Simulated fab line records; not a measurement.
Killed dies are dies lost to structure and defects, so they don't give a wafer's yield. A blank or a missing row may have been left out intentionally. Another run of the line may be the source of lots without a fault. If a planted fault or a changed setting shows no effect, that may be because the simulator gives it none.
fab line records    flow rit-cmos
record lots=5  wafers=15  last-day=7
route steps=202 shown NSD@135 PSD@142 SDANNEAL@153
lots that met no fault: from a run of the same line without faults
start-h: hours from the record's opening day to when the first of the lot's shown wafers began    wait-h: how many hours have passed since the lot's step before this one    " repeats the value in the row above    L1.1+2: a row that stands for several wafers    - no value, or no start was given    * or withheld: withheld    < > ~ a bound
route shown NAME@n: NAME is a module with steps in the file, n the number in the route of the first one    usual: mean/standard deviation taken from wafers without a fault    same: alike in all rows    chamber/n: place in a boat    sites: per-site readings    _std_site: the values' standard deviation    _edge_site: inner sites' mean taken away from outer sites' mean    radius-mm: for every site, how far away it sits from the centre of the wafer    mask NAME#n: copy n    behind: the last tool/chamber to shape the wafer    hold: the reason the lot was held/the length of the hold in hours/how it ended    device: whichever transistor did not switch (one of n, p or np)    end of line: tests run on the same wafers once the route is complete    a step with no rows: only its recipe    killed: dies that structure and defects cost at the first sort, which is not the same as the wafer's yield    map: the dies of a wafer, with x for killed, . for not killed, _ for no die there
set.NAME: the setting that was run; set.NAME@STEP: the one run at that earlier step    model.NAME: the simulator's own value behind a step, which no gauge read
lots seen at some steps along the route; tables by step, rows by wafer
services: a tool's chamber out of use, with start hour (start-h, from the record's first day; less than 0 if before it), hours out, and reason
## steps
# step RIT_NSD_PEB_04
# recipe resist=NOVOLAK  temp-c=withheld  time-s=withheld
# usual exhaust-pa=45.2/0.97
lot.wafer  tool            chamber  start-h  wait-h  exhaust-pa
L077.1     litho-track-02  0        66.69    0.1     45.4
L077.2     "               0        "        "       45.2
L077.5     "               0        "        "       43.7
L084.1     litho-track-01  0        99.31    0.1     45.4
L084.5     "               0        "        "       45.5
L084.6     "               0        "        "       46.4
L088.2     litho-track-02  0        122.70   0.1     47.0
L088.3     "               0        "        "       47.1
L088.5     "               0        "        "       46.6
L095.1     litho-track-02  0        155.51   0.1     44.8
L095.2     "               0        "        "       45.8
L095.5     "               0        "        "       45.9
L096.1     litho-track-01  0        159.68   0.1     45.4
L096.4     "               0        "        "       45.7
L096.6     "               0        "        "       45.0
# step RIT_NSD_DEVELOP_05
# recipe resist=NOVOLAK  develop-time-s=50  dev-temp-c=23
# usual exhaust-pa=44.8/0.96
lot.wafer  tool            chamber  start-h  wait-h  exhaust-pa
L077.1     litho-track-02  0        -        -       44.9
L077.2     "               0        "        "       45.5
L077.5     "               0        "        "       45.0
L084.1     litho-track-01  0        -        -       42.7
L084.5     "               0        "        "       42.7
L084.6     "               0        "        "       43.8
L088.2     litho-track-02  0        -        -       45.3
L088.3     "               0        "        "       45.1
L088.5     "               0        "        "       45.7
L095.1     litho-track-02  0        -        -       45.5
L095.2     "               0        "        "       44.1
L095.5     "               0        "        "       45.5
L096.1     litho-track-01  0        -        -       44.2
L096.4     "               0        "        "       43.4
L096.6     "               0        "        "       45.8
# step RIT_NSD_OVL_MEAS_06
# usual NSD_OVL=0.1/1.3
lot.wafer  tool        chamber  start-h  wait-h  NSD_OVL[nm]
L077.1     overlay-02  -        66.98    -       0.4
L077.2     "           -        "        "       1.4
L077.5     "           -        "        "       -1.2
L084.1     overlay-01  -        99.59    -       1.3
L084.5     "           -        "        "       1.7
L084.6     "           -        "        "       1.3
L088.2     overlay-01  -        122.97   -       1.2
L088.3     "           -        "        "       0.0
L088.5     "           -        "        "       -0.6
L095.1     overlay-01  -        155.79   -       0.0
L095.2     "           -        "        "       2.1
L095.5     "           -        "        "       2.3
L096.1     overlay-02  -        159.96   -       -0.9
L096.4     "           -        "        "       1.1
L096.6     "           -        "        "       1.4
# step RIT_NSD_HARDBAKE_07
# recipe resist=NOVOLAK  temp-c=138.8  time-s=60
# usual exhaust-pa=45.2/0.96
lot.wafer  tool            chamber  start-h  wait-h  exhaust-pa
L077.1     litho-track-03  0        67.04    0.1     45.9
L077.2     "               0        "        "       44.4
L077.5     "               0        "        "       45.5
L084.1     litho-track-03  0        99.63    0.0     46.1
L084.5     "               0        "        "       46.9
L084.6     "               0        "        "       46.5
L088.2     litho-track-02  0        123.02   0.0     45.9
L088.3     "               0        "        "       47.0
L088.5     "               0        "        "       47.2
L095.1     litho-track-02  0        155.83   0.0     47.8
L095.2     "               0        "        "       46.0
L095.5     "               0        "        "       45.2
L096.1     litho-track-02  0        160.00   0.0     43.9
L096.4     "               0        "        "       44.1
L096.6     "               0        "        "       45.0
# step RIT_NSD_IMPLANT_08
# recipe species=P  energy-kev=24.54  dose-cm2=1e+15  tilt-deg=7
# usual beam-energy-keV=24.540/0.0089
lot.wafer  tool          chamber  start-h  wait-h  beam-energy-keV
L077.1     implanter-01  0        67.19    0.1     24.546
L077.2     "             0        "        "       24.541
L077.5     "             0        "        "       24.531
L084.1     implanter-02  0        99.78    0.1     24.548
L084.5     "             0        "        "       24.540
L084.6     "             0        "        "       24.550
L088.2     implanter-03  0        123.17   0.1     24.547
L088.3     "             0        "        "       24.532
L088.5     "             0        "        "       24.535
L095.1     implanter-02  0        155.98   0.1     24.540
L095.2     "             0        "        "       24.552
L095.5     "             0        "        "       24.554
L096.1     implanter-01  0        160.15   0.1     24.542
L096.4     "             0        "        "       24.553
L096.6     "             0        "        "       24.538
# step RIT_NSD_STRIP_09
# recipe chemistry=O2  time-s=180  resist=NOVOLAK  platen-temp-c=withheld  power-w=500  pressure-mtorr=4000  o2-flow-sccm=4000
# usual drypump-motor-current-A=5.9/0.35
lot.wafer  tool             chamber  start-h  wait-h  drypump-motor-current-A  rf-hours-counter-h
L077.1     plasma-asher-02  1        67.34    0.1     5.5                      29
L077.2     "                0        "        "       5.7                      29
L077.5     "                0        "        "       5.7                      -
L084.1     plasma-asher-02  0        99.93    0.1     5.6                      33
L084.5     "                0        "        "       5.7                      -
L084.6     "                1        "        "       5.5                      -
L088.2     plasma-asher-02  1        123.30   0.1     5.5                      35
L088.3     "                1        "        "       5.5                      -
L088.5     "                1        "        "       5.5                      -
L095.1     plasma-asher-01  0        156.13   0.1     5.8                      49
L095.2     "                1        "        "       6.4                      49
L095.5     "                0        "        "       5.8                      -
L096.1     plasma-asher-01  1        160.30   0.1     6.4                      50
L096.4     "                0        "        "       5.8                      -
L096.6     "                0        "        "       5.8                      -
# step RIT_NSD_TW_MEAS_10
# usual NSD_TW=3107/27
lot.wafer  tool           chamber  start-h  wait-h  NSD_TW
L077.1     film-metro-04  -        67.52    0.1     3146
L077.2     "              -        "        "       3133
L077.5     "              -        "        "       3124
L084.1     film-metro-01  -        100.10   0.1     3066
L084.5     "              -        "        "       3078
L084.6     "              -        "        "       3098
L088.2     film-metro-01  -        123.48   0.1     3086
L088.3     "              -        "        "       3067
L088.5     "              -        "        "       3071
L095.1     film-metro-01  -        156.30   0.1     3068
L095.2     "              -        "        "       3061
L095.5     "              -        "        "       3075
L096.1     film-metro-03  -        160.47   0.1     3126
L096.4     "              -        "        "       3125
L096.6     "              -        "        "       3102
# step RIT_PSD_HMDS_00
# recipe prime-time-s=60  prime-temp-c=140
# usual exhaust-pa=44.9/0.72
lot.wafer  tool            chamber  start-h  wait-h  exhaust-pa
L077.1     litho-track-04  0        67.58    0.1     44.7
L077.2     "               0        "        "       44.8
L077.5     "               0        "        "       44.8
L084.1     litho-track-02  0        100.16   0.1     44.4
L084.5     "               0        "        "       45.5
L084.6     "               0        "        "       45.8
L088.2     litho-track-02  0        123.56   0.1     45.5
L088.3     "               0        "        "       44.8
L088.5     "               0        "        "       46.1
L095.1     litho-track-02  0        156.36   0.1     44.9
L095.2     "               0        "        "       45.1
L095.5     "               0        "        "       45.3
L096.1     litho-track-01  0        160.66   0.2     44.2
L096.4     "               0        "        "       44.6
L096.6     "               0        "        "       44.8
# step RIT_PSD_COAT_01
# recipe resist=NOVOLAK  spin-rpm=3250  resist-thk-nm=1000
# usual exhaust-pa=44.9/0.91
lot.wafer  tool            chamber  start-h  wait-h  exhaust-pa
L077.1     litho-track-04  0        67.73    0.1     45.5
L077.2     "               0        "        "       45.3
L077.5     "               0        "        "       47.0
L084.1     litho-track-02  0        100.31   0.1     44.7
L084.5     "               0        "        "       45.4
L084.6     "               0        "        "       44.1
L088.2     litho-track-02  0        123.71   0.1     44.3
L088.3     "               0        "        "       45.4
L088.5     "               0        "        "       45.1
L095.1     litho-track-02  0        156.51   0.1     46.1
L095.2     "               0        "        "       45.8
L095.5     "               0        "        "       45.8
L096.1     litho-track-01  0        160.81   0.1     44.8
L096.4     "               0        "        "       44.5
L096.6     "               0        "        "       43.8
# step RIT_PSD_SOFTBAKE_02
# recipe resist=NOVOLAK  temp-c=90  time-s=60
# usual exhaust-pa=45.3/0.9
lot.wafer  tool            chamber  start-h  wait-h  exhaust-pa
L077.1     litho-track-04  0        67.88    0.1     46.3
L077.2     "               0        "        "       45.6
L077.5     "               0        "        "       46.4
L084.1     litho-track-02  0        100.46   0.1     45.2
L084.5     "               0        "        "       44.5
L084.6     "               0        "        "       44.3
L088.2     litho-track-02  0        123.86   0.1     44.9
L088.3     "               0        "        "       44.9
L088.5     "               0        "        "       44.8
L095.1     litho-track-02  0        156.66   0.1     46.9
L095.2     "               0        "        "       45.5
L095.5     "               0        "        "       46.3
L096.1     litho-track-01  0        160.96   0.1     45.5
L096.4     "               0        "        "       46.8
L096.6     "               0        "        "       45.5
# step RIT_PSD_EXPOSE_03
# recipe mask-id=M10  na=0.57  target-cd-nm=40900  dose-mj=250
lot.wafer   tool              chamber  start-h  wait-h  mask
L077.1+2+5  iline-stepper-01  0        68.03    0.1     M10#0
L084.1+5+6  iline-stepper-01  0        100.61   0.1     M10#0
L088.2+3+5  iline-stepper-02  0        124.00   0.1     M10#0
L095.1+2+5  iline-stepper-02  0        156.81   0.1     M10#0
L096.1+4+6  iline-stepper-01  0        161.24   0.2     M10#0
# step RIT_PSD_PEB_04
# recipe resist=NOVOLAK  temp-c=withheld  time-s=withheld
# usual exhaust-pa=44.9/0.81
lot.wafer  tool            chamber  start-h  wait-h  exhaust-pa
L077.1     litho-track-01  0        68.17    0.1     44.6
L077.2     "               0        "        "       43.0
L077.5     "               0        "        "       45.0
L084.1     litho-track-01  0        100.78   0.2     45.4
L084.5     "               0        "        "       44.5
L084.6     "               0        "        "       44.7
L088.2     litho-track-02  0        124.13   0.1     45.3
L088.3     "               0        "        "       45.9
L088.5     "               0        "        "       45.9
L095.1     litho-track-02  0        156.93   0.1     44.4
L095.2     "               0        "        "       43.2
L095.5     "               0        "        "       45.1
L096.1     litho-track-01  0        161.43   0.2     43.3
L096.4     "               0        "        "       43.9
L096.6     "               0        "        "       43.7
# step RIT_PSD_DEVELOP_05
# recipe resist=NOVOLAK  develop-time-s=50  dev-temp-c=23
# usual exhaust-pa=44.7/0.85
lot.wafer  tool            chamber  start-h  wait-h  exhaust-pa
L077.1     litho-track-01  0        -        -       46.0
L077.2     "               0        "        "       45.3
L077.5     "               0        "        "       45.6
L084.1     litho-track-01  0        -        -       46.2
L084.5     "               0        "        "       44.2
L084.6     "               0        "        "       43.3
L088.2     litho-track-02  0        -        -       44.7
L088.3     "               0        "        "       43.7
L088.5     "               0        "        "       43.5
L095.1     litho-track-02  0        -        -       43.5
L095.2     "               0        "        "       44.7
L095.5     "               0        "        "       44.9
L096.1     litho-track-01  0        -        -       44.1
L096.4     "               0        "        "       44.8
L096.6     "               0        "        "       45.5
# step RIT_PSD_OVL_MEAS_06
# usual PSD_OVL=-0.2/1.4
lot.wafer  tool        chamber  start-h  wait-h  PSD_OVL[nm]
L077.1     overlay-01  -        68.45    -       2.0
L077.2     "           -        "        "       0.0
L077.5     "           -        "        "       -0.4
L084.1     overlay-01  -        101.07   -       -1.8
L084.5     "           -        "        "       1.0
L084.6     "           -        "        "       0.8
L088.2     overlay-02  -        124.39   -       -0.2
L088.3     "           -        "        "       -0.9
L088.5     "           -        "        "       0.1
L095.1     overlay-01  -        157.21   -       -0.7
L095.2     "           -        "        "       -0.8
L095.5     "           -        "        "       -1.1
L096.1     overlay-02  -        161.71   -       0.6
L096.4     "           -        "        "       -1.7
L096.6     "           -        "        "       0.5
# step RIT_PSD_HARDBAKE_07
# recipe resist=NOVOLAK  temp-c=140  time-s=60
# usual exhaust-pa=45.1/0.86
lot.wafer  tool            chamber  start-h  wait-h  exhaust-pa
L077.1     litho-track-01  0        68.49    0.0     44.8
L077.2     "               0        "        "       45.8
L077.5     "               0        "        "       45.9
L084.1     litho-track-01  0        101.10   0.0     44.3
L084.5     "               0        "        "       42.6
L084.6     "               0        "        "       43.8
L088.2     litho-track-01  0        124.45   0.0     45.6
L088.3     "               0        "        "       45.5
L088.5     "               0        "        "       44.5
L095.1     litho-track-01  0        157.26   0.0     45.9
L095.2     "               0        "        "       46.1
L095.5     "               0        "        "       46.2
L096.1     litho-track-02  0        161.75   0.0     46.1
L096.4     "               0        "        "       44.2
L096.6     "               0        "        "       45.2
# step RIT_PSD_IMPLANT_08
# recipe species=BF2  energy-kev=27  dose-cm2=5e+15  tilt-deg=7
# usual beam-energy-keV=27.000/0.0083
lot.wafer  tool          chamber  start-h  wait-h  beam-energy-keV
L077.1     implanter-04  0        68.64    0.1     26.997
L077.2     "             0        "        "       26.996
L077.5     "             0        "        "       26.991
L084.1     implanter-04  0        101.25   0.1     26.986
L084.5     "             0        "        "       26.989
L084.6     "             0        "        "       26.990
L088.2     implanter-03  0        124.60   0.1     27.008
L088.3     "             0        "        "       27.027
L088.5     "             0        "        "       26.996
L095.1     implanter-03  0        157.41   0.1     27.004
L095.2     "             0        "        "       26.994
L095.5     "             0        "        "       27.013
L096.1     implanter-03  0        161.90   0.1     26.989
L096.4     "             0        "        "       26.992
L096.6     "             0        "        "       27.001
# step RIT_PSD_STRIP_09
# recipe chemistry=O2  time-s=180  resist=NOVOLAK  platen-temp-c=withheld  power-w=500  pressure-mtorr=4000  o2-flow-sccm=4000
# usual drypump-motor-current-A=6.0/0.35
lot.wafer  tool             chamber  start-h  wait-h  drypump-motor-current-A  rf-hours-counter-h
L077.1     plasma-asher-03  0        68.79    0.1     6.4                      44
L077.2     "                1        "        "       5.7                      44
L077.5     "                1        "        "       5.7                      -
L084.1     plasma-asher-03  1        101.40   0.1     5.7                      48
L084.5     "                1        "        "       5.7                      -
L084.6     "                0        "        "       6.4                      -
L088.2     plasma-asher-03  0        124.72   0.1     6.4                      50
L088.3     "                1        "        "       5.7                      -
L088.5     "                1        "        "       5.7                      -
L095.1     plasma-asher-01  1        157.56   0.1     6.4                      49
L095.2     "                0        "        "       5.8                      49
L095.5     "                0        "        "       5.8                      -
L096.1     plasma-asher-03  1        162.05   0.1     5.7                      54
L096.4     "                1        "        "       5.7                      -
L096.6     "                1        "        "       5.7                      -
# step RIT_PSD_TW_MEAS_10
# usual PSD_TW=3436/26
lot.wafer  tool           chamber  start-h  wait-h  PSD_TW
L077.1     film-metro-04  -        68.97    0.1     3442
L077.2     "              -        "        "       3443
L077.5     "              -        "        "       3448
L084.1     film-metro-01  -        101.58   0.1     3374
L084.5     "              -        "        "       3391
L084.6     "              -        "        "       3390
L088.2     film-metro-04  -        124.91   0.1     3443
L088.3     "              -        "        "       3441
L088.5     "              -        "        "       3446
L095.1     film-metro-01  -        157.73   0.1     3376
L095.2     "              -        "        "       3369
L095.5     "              -        "        "       3396
L096.1     film-metro-03  -        162.22   0.1     3423
L096.4     "              -        "        "       3418
L096.6     "              -        "        "       3414
# step RIT_SDANNEAL_CLEAN_00
# recipe chemistry=SC1  mix=3:3:50  time-s=600  temp-c=75
# usual bath-guard-temp-C=75.3/0.4
lot.wafer  tool          chamber  start-h  wait-h  bath-guard-temp-C
L077.1     wet-bench-03  1        69.03    0.1     75.1
L077.2     "             1        "        "       74.9
L077.5     "             1        "        "       74.9
L084.1     wet-bench-02  3        101.64   0.1     75.1
L084.5     "             3        "        "       74.9
L084.6     "             3        "        "       75.5
L088.2     wet-bench-03  0        124.96   0.0     75.3
L088.3     "             0        "        "       75.3
L088.5     "             0        "        "       75.0
L095.1     wet-bench-02  1        157.79   0.1     74.8
L095.2     "             1        "        "       74.8
L095.5     "             1        "        "       74.8
L096.1     wet-bench-02  3        162.28   0.1     74.8
L096.4     "             3        "        "       75.4
L096.6     "             3        "        "       75.1
# step RIT_SDANNEAL_CLEAN_01
# recipe chemistry=dHF  dilution=50:1  time-s=30
lot.wafer   tool          chamber  start-h  wait-h
L077.1+2+5  wet-bench-02  2        69.20    0.0
L084.1+5+6  wet-bench-01  0        101.81   0.0
L088.2+3+5  wet-bench-02  0        125.13   0.0
L095.1+2+5  wet-bench-01  0        157.97   0.0
L096.1+4+6  wet-bench-03  2        162.46   0.0
# step RIT_SDANNEAL_CLEAN_02
# recipe chemistry=SC2  mix=3:3:50  time-s=600  temp-c=75  dry=n2-spin
# usual bath-guard-temp-C=75.2/0.42
lot.wafer  tool          chamber  start-h  wait-h  bath-guard-temp-C
L077.1     wet-bench-01  3        69.22    0.0     75.5
L077.2     "             3        "        "       74.9
L077.5     "             3        "        "       74.7
L084.1     wet-bench-02  3        101.85   0.0     75.0
L084.5     "             3        "        "       75.2
L084.6     "             3        "        "       75.1
L088.2     wet-bench-01  1        125.15   0.0     74.8
L088.3     "             1        "        "       74.9
L088.5     "             1        "        "       74.9
L095.1     wet-bench-02  1        157.99   0.0     74.6
L095.2     "             1        "        "       74.9
L095.5     "             1        "        "       74.3
L096.1     wet-bench-02  3        162.48   0.0     75.2
L096.4     "             3        "        "       74.9
L096.6     "             3        "        "       75.7
# step RIT_SDANNEAL_RTA_03
# recipe temp-c=1050  time-s=5.222  idle-temp-c=600  ramp-up-c-per-s=342  ramp-down-c-per-s=171  cool-to-c=600  ambient=N2
# usual anneal-temp-c-max=1055.5/1.6  wafer_temp_C_max=1053.5/1.1
lot.wafer  tool           chamber  start-h  wait-h  anneal-temp-c-max  wafer_temp_C_max
L077.1     rtp-anneal-01  0        69.43    0.0     1055.9             1054.0
L077.2     "              0        "        "       1057.3             1054.1
L077.5     "              0        "        "       1056.5             1053.7
L084.1     rtp-anneal-02  0        102.02   0.0     1053.5             1055.0
L084.5     "              0        "        "       1056.9             1054.8
L084.6     "              0        "        "       1054.1             1053.0
L088.2     rtp-anneal-02  0        125.35   0.0     1054.7             1052.6
L088.3     "              0        "        "       1054.4             1053.3
L088.5     "              0        "        "       1053.7             1053.9
L095.1     rtp-anneal-01  0        158.16   0.0     1056.0             1052.3
L095.2     "              0        "        "       1059.5             1052.5
L095.5     "              0        "        "       1055.3             1052.0
L096.1     rtp-anneal-02  0        162.65   0.0     1054.3             1055.4
L096.4     "              0        "        "       1054.5             1053.3
L096.6     "              0        "        "       1055.0             1051.7
# step RIT_SDANNEAL_RS_MEAS_04
# recipe thk-meas-gauge=four-point-probe
# usual PSD_RS=115.3/0.37
lot.wafer  tool           chamber  start-h  wait-h  PSD_RS[ohm/sq]
L077.1     film-metro-01  -        69.48    0.0     115.0
L077.2     "              -        "        "       115.0
L077.5     "              -        "        "       115.2
L084.1     film-metro-03  -        102.08   0.0     115.3
L084.5     "              -        "        "       115.4
L084.6     "              -        "        "       115.5
L088.2     film-metro-01  -        125.42   0.1     115.4
L088.3     "              -        "        "       115.2
L088.5     "              -        "        "       115.6
L095.1     film-metro-01  -        158.22   0.0     115.7
L095.2     "              -        "        "       115.6
L095.5     "              -        "        "       115.2
L096.1     film-metro-03  -        162.71   0.0     114.6
L096.4     "              -        "        "       115.1
L096.6     "              -        "        "       115.3
## services
tool              chamber  start-h  hours  kind
iline-stepper-02  -        49.13    1.7    pm
plasma-asher-03   -        59.40    2.3    repair
implanter-03      -        66.95    4.5    repair
rtp-anneal-02     -        73.83    1.1    pm
iline-stepper-02  0        81.90    -      calibration
iline-stepper-02  -        85.59    2.3    repair
wet-bench-03      -        91.67    1.9    repair
implanter-02      -        97.60    2.0    repair
implanter-03      -        102.65   3.2    repair
iline-stepper-01  0        131.86   -      calibration
implanter-04      -        151.89   9.1    repair
implanter-04      -        160.97   3.7    pm
implanter-02      -        161.30   3.4    repair
## key
fault none
